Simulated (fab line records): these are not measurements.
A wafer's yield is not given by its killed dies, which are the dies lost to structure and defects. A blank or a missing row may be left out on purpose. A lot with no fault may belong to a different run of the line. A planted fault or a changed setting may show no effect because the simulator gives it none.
Problem report in the 8D (eight disciplines) form, filled by code	flow berkeley cmos170	the parts of the form that need people (team, actions taken, sign-off) are left out

== 1. THE PROBLEM ==
Mean of run length s at UCB170_V2_SOFTBAKE_08: 94.71 s across 9 wafers in 3 lots; on wafers with no fault it is 89.07 s (standard deviation 0.16). That is +35 standard deviations from the usual mean.
The step: time 60 s.
Earliest sighting: wafer L268.1 on litho track-01 at day 11 09:45. The record has a number at this step for 21 wafers belonging to 7 lots. The rule behind "out" and "out of limits": a value lying over 4 standard deviations away from the usual mean. All remaining wafers that have a number are taken as sound.

== 2. WHAT IT IS, WHAT IT ISN'T ==
question	is	is not
which readings at this step	run length s	-
which lots	L268, L269, L270	L262, L267, L278, L282
which wafers of those lots	all that have a number	-
read on which tools	litho track-01	litho track-03, litho track-04
when	from day 11 09:45	up to then (6 sound wafers); but 6 sound wafers of L278, L282 came after

== 3. WHAT RULES OUT EACH SUSPECT ==
Counting: any tool at a process step up to the reading is kept as a suspect provided that every lot that is out went through it and no sound lot did after the first of them.
- litho track-01 at UCB170_V2_SOFTBAKE_08 (time 60 s): kept. Every lot that is out went through it, starting with L268 (day 11 09:45), and after that it ran no sound lot; the last sound lot it ran before then is L267 (day 10 08:37). On those wafers its own readings are out: run length s.
Left after counting: litho track-01 at UCB170_V2_SOFTBAKE_08.

== 4. THE CAUSE (what the simulator had put in) ==
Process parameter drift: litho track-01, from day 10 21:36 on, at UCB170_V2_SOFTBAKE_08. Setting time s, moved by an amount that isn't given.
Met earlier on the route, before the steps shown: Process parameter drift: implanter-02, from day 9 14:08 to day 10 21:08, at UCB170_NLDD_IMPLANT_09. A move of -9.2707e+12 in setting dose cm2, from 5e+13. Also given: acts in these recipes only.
After counting, this tool was the only one left.

== 5. THE CHAIN OF EFFECTS, in route order ==
One row per reading whose mean, taken over the struck wafers that have a number, lies over 3 standard deviations from the usual. Readings are gone through only where the record gives a usual standard deviation; hours: the median, over the lots, of the time from a lot's start at the first step in this table giving one to that lot's start at this step; sigmas: the change measured in usual standard deviations.
hours	step	reading	usual	on struck wafers	change	sigmas
0	UCB170_V2_SOFTBAKE_08	run length s	89.07 s	94.71	+5.64	+35
Here are the process steps it includes:
- UCB170_V2_SOFTBAKE_08: time 60 s.

== 6. WHAT WOULD HAVE CAUGHT IT SOONER ==
In this record the first reading out of limits was taken at day 11 09:45, 12 hours after the fault began at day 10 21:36.
